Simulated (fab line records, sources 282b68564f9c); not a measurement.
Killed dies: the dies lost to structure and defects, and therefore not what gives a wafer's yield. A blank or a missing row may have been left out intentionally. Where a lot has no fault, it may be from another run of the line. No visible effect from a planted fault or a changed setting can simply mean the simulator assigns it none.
One fault through the eyes of 2 desks    flow rit cmos    numbers are kept per desk, each desk with only its own; the story behind them comes last

== DESK OF THE TOOL OWNER: rie metal-02 ==
The tool's own readings at RIT_M1_METAL_ETCH_12 (etches Al in Cl2/BCl3, stops on SiO2, time 165 s, target depth 600 nm): means of the sampled wafers that have a number, for each lot that ran on this tool. Any lot whose mean is over 4 standard deviations away from the usual mean is out of limits and marked OUT; that distance is given in the brackets.
Columns: A = chamber pressure mTorr at RIT_M1_METAL_ETCH_12, usual 100.00 mTorr; B = drypump motor current A at RIT_M1_METAL_ETCH_12, usual 5.9 A; C = oes product au at RIT_M1_METAL_ETCH_12, usual 0.774 a.u.; D = throttle valve pct at RIT_M1_METAL_ETCH_12, usual 8.24 %
lot   first seen here  A       B    C      D
L468  day 5 10:00      100.01  5.9  0.777  8.22
L471  day 5 20:21      100.01  5.9  0.772  8.23
L474  day 6 09:28      99.99   5.9  0.776  8.23
Result from this desk: across the 3 lots, nothing is out of limits.

== METROLOGY DESK ==
What the gauges read for every lot (on any tool): the sampled wafers with a number, averaged. Any lot whose mean is over 4 standard deviations away from the usual mean is out of limits and marked OUT; that distance is given in the brackets.
Columns: A = M1_AL_RS at RIT_M1_RS_MEAS_01, usual 0.0735 ohm/sq; B = M1_AL_THK at RIT_M1_THK_MEAS_02, usual 399 nm; C = cd nm at RIT_M1_CD_MEAS_09, usual 2601.0 nm; D = M1_OVL at RIT_M1_OVL_MEAS_10, usual 0.2 nm
lot   first seen here  A       B    C       D
L463  day 4 00:16      0.0736  397  2600.4  0.3
L468  day 5 08:24      0.0737  395  2604.1  1.7
L471  day 5 18:53      0.0731  398  2595.8  -0.1
L474  day 6 07:52      0.0732  397  2602.6  0.1
L479  day 7 11:34      0.0728  403  2603.5  1.5
L483  day 8 09:58      0.0733  399  2603.2  0.3
Result from this desk: across the 6 lots, nothing is out of limits.

== TAKEN TOGETHER ==
The desk of the tool owner found nothing out of limits.
Metrology desk: nothing out of limits seen.

== WHAT THE SIMULATOR HAD INSERTED ==
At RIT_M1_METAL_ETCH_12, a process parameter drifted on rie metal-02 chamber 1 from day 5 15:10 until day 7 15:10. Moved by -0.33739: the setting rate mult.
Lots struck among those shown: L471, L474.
